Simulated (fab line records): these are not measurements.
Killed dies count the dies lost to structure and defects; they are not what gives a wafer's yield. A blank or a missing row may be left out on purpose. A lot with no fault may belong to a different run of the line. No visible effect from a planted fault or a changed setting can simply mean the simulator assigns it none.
Shared-tool check / flow berkeley_cmos170 / 39 wafers sampled across 13 lots

== REASON FOR OPENING ==
Flagged at UCB170_NLDD_CD_MEAS_06: reading cd_nm, on 1 of 13 lots. Wafers without a fault read 1199.7 nm, standard deviation 1.6.
Rule: a lot is flagged in two cases, either no wafer of it has a number, or all its wafers with numbers fall more than 4 standard deviations from that mean. As for the other lots, they are considered sound.

lot=L669; measured=day 7 06:12; on=cd_sem-01; cd_nm (nm), wafer by wafer=1201.6 1201.8 1200.6; flag=
lot=L670; measured=day 7 06:34; on=cd_sem-01; cd_nm (nm), wafer by wafer=1196.5 1195.2 1198.0; flag=
lot=L668; measured=day 7 06:47; on=cd_sem-02; cd_nm (nm), wafer by wafer=1199.7 1200.8 1201.5; flag=
lot=L672; measured=day 7 17:23; on=cd_sem-01; cd_nm (nm), wafer by wafer=1198.9 1200.4 1199.3; flag=
lot=L671; measured=day 7 17:27; on=cd_sem-02; cd_nm (nm), wafer by wafer=1201.2 1201.6 1199.9; flag=
lot=L675; measured=day 8 14:37; on=cd_sem-01; cd_nm (nm), wafer by wafer=1198.3 1198.9 1196.8; flag=
lot=L676; measured=day 8 14:52; on=cd_sem-01; cd_nm (nm), wafer by wafer=1201.7 1199.7 1199.7; flag=
lot=L674; measured=day 8 14:59; on=cd_sem-01; cd_nm (nm), wafer by wafer=960.2 958.9 959.9; flag=FLAGGED
lot=L677; measured=day 8 15:07; on=cd_sem-02; cd_nm (nm), wafer by wafer=1199.3 1198.3 1197.9; flag=
lot=L673; measured=day 8 15:10; on=cd_sem-01; cd_nm (nm), wafer by wafer=1197.0 1199.2 1197.7; flag=
lot=L681; measured=day 9 14:01; on=cd_sem-01; cd_nm (nm), wafer by wafer=1198.2 1198.0 1196.5; flag=
lot=L679; measured=day 9 14:23; on=cd_sem-01; cd_nm (nm), wafer by wafer=1200.3 1198.9 1200.2; flag=
lot=L690; measured=day 11 14:46; on=cd_sem-02; cd_nm (nm), wafer by wafer=1201.4 1201.9 1201.4; flag=
Flagged lots average 959.7 nm: -240.0 nm relative to the usual, that is -99 or more standard deviations.

== LOT BY LOT: THE TOOL USED ==
The record keeps 1 process step preceding the reading, out of 331 steps on the route. Each cell gives the tool, then ch followed by the chambers the sampled wafers passed through, then the start.
lot=L669; flag=; UCB170_NLDD_EXPOSE_03=krf_scanner-01 ch 0, day 7 04:59
lot=L670; flag=; UCB170_NLDD_EXPOSE_03=krf_scanner-02 ch 0, day 7 05:21
lot=L668; flag=; UCB170_NLDD_EXPOSE_03=krf_scanner-01 ch 0, day 7 05:38
lot=L672; flag=; UCB170_NLDD_EXPOSE_03=krf_scanner-02 ch 0, day 7 15:49
lot=L671; flag=; UCB170_NLDD_EXPOSE_03=krf_scanner-01 ch 0, day 7 16:04
lot=L675; flag=; UCB170_NLDD_EXPOSE_03=krf_scanner-01 ch 0, day 8 14:05
lot=L676; flag=; UCB170_NLDD_EXPOSE_03=krf_scanner-01 ch 0, day 8 14:13
lot=L674; flag=FLAGGED; UCB170_NLDD_EXPOSE_03=krf_scanner-01 ch 0, day 8 14:22
lot=L677; flag=; UCB170_NLDD_EXPOSE_03=krf_scanner-01 ch 0, day 8 14:34
lot=L673; flag=; UCB170_NLDD_EXPOSE_03=krf_scanner-01 ch 0, day 8 14:41
lot=L681; flag=; UCB170_NLDD_EXPOSE_03=krf_scanner-02 ch 0, day 9 13:25
lot=L679; flag=; UCB170_NLDD_EXPOSE_03=krf_scanner-01 ch 0, day 9 13:52
lot=L690; flag=; UCB170_NLDD_EXPOSE_03=krf_scanner-01 ch 0, day 11 14:20
What is done by these steps:
- UCB170_NLDD_EXPOSE_03: exposes mask NSELECT, target cd 1200 nm.
- UCB170_NLDD_CD_MEAS_06: target cd 1200 nm.

== FLAGGED AGAINST TOTAL, ONE TOOL AT A TIME (gauges that did the reading follow at the end) ==
step=UCB170_NLDD_EXPOSE_03; tool=krf_scanner-01; lots run=10; flagged=1; share of the flagged lots=all; sound lots run after its first flagged lot=4 (L677,L673,L679,L690)
step=UCB170_NLDD_EXPOSE_03; tool=krf_scanner-02; lots run=3; flagged=0; share of the flagged lots=none; sound lots run after its first flagged lot=-
step=UCB170_NLDD_CD_MEAS_06; tool=cd_sem-01; lots run=9; flagged=1; share of the flagged lots=all; sound lots run after its first flagged lot=3 (L673,L681,L679)
step=UCB170_NLDD_CD_MEAS_06; tool=cd_sem-02; lots run=4; flagged=0; share of the flagged lots=none; sound lots run after its first flagged lot=-

== WHAT THE TABLE PERMITS ==
Every flagged lot went through 2 rows of the table: krf_scanner-01 at UCB170_NLDD_EXPOSE_03 and cd_sem-01 at UCB170_NLDD_CD_MEAS_06.
- krf_scanner-01 at UCB170_NLDD_EXPOSE_03 ran 10 lots, 1 of them flagged. Lots that were sound ran on it after the first flagged one (L677, L673, L679, L690); a persistent fault on the entire tool would not allow that.
- cd_sem-01 at UCB170_NLDD_CD_MEAS_06 ran 9 lots, 1 of them flagged. Lots that were sound ran on it after the first flagged one (L673, L681, L679); a persistent fault on the entire tool would not allow that.
Every row of the table either missed a flagged lot or ran a sound lot after the first.

== WHAT WAS PUT IN BY THE SIMULATOR ==
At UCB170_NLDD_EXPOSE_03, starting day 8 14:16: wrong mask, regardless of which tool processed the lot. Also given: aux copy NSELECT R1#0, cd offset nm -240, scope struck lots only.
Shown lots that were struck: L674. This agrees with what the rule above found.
